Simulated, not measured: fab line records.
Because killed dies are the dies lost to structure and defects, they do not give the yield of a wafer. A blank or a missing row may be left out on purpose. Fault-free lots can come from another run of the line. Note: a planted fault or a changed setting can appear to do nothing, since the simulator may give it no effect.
Which tool is to blame?    flow rit_cmos    21 wafers from 7 lots sampled at 2 of the route's 202 steps

== WHAT THE GAUGES READ, wafer by wafer ==
RIT_NLDD_TW_MEAS_10.
lot   measured     on             NLDD_TW
L385  day 2 22:55  film_metro-04  2514 2514 2519
L387  day 3 09:26  film_metro-04  2523 2506 2515
L389  day 3 23:08  film_metro-04  2507 2519 2510
L391  day 4 05:20  film_metro-04  2507 2502 2516
L398  day 5 17:11  film_metro-01  2874 2876 2879
L404  day 6 22:39  film_metro-04  2497 2485 2486
L406  day 7 09:37  film_metro-04  2487 2500 2474

== WHICH TOOL RAN EACH LOT (tool, then ch and the chambers of the sampled wafers, then the start) ==
lot   RIT_NLDD_IMPLANT_08
L385  implanter-01 ch 0, day 2 22:37
L387  implanter-04 ch 0, day 3 09:07
L389  implanter-01 ch 0, day 3 22:50
L391  implanter-02 ch 0, day 4 05:01
L398  implanter-02 ch 0, day 5 16:53
L404  implanter-04 ch 0, day 6 22:21
L406  implanter-01 ch 0, day 7 09:17
- RIT_NLDD_IMPLANT_08

== THE ANSWER, worked out from the rows above alone ==
Rule: the usual values come from the lots themselves. Put in order of their means at a reading, lots are off if they are a third of the lots or fewer, leave a main group of 4 or more, and stand apart from it by a gap of 3 or more times the standard deviation of the main group's means; of several such gaps the widest counts. The tables above print the reading to a certain number of digits; a main group whose means all agree to those digits is not used. Also off: a lot with no number at a reading for which 4 or more lots have one. All remaining lots with rows at the step are treated as sound.
Off: at RIT_NLDD_TW_MEAS_10 (NLDD_TW), L398. For the main group the mean is 2504 and the standard deviation 12.
A tool fits if, at a process step before that reading, it ran every lot that is off, and no sound lot after the first of them. The gauges at RIT_NLDD_TW_MEAS_10 are tried like those tools. Undecided on this evidence; 2 tools fit (implanter-02 at RIT_NLDD_IMPLANT_08, film_metro-01 at RIT_NLDD_TW_MEAS_10).

== WHAT THE SIMULATOR HAD INSERTED ==
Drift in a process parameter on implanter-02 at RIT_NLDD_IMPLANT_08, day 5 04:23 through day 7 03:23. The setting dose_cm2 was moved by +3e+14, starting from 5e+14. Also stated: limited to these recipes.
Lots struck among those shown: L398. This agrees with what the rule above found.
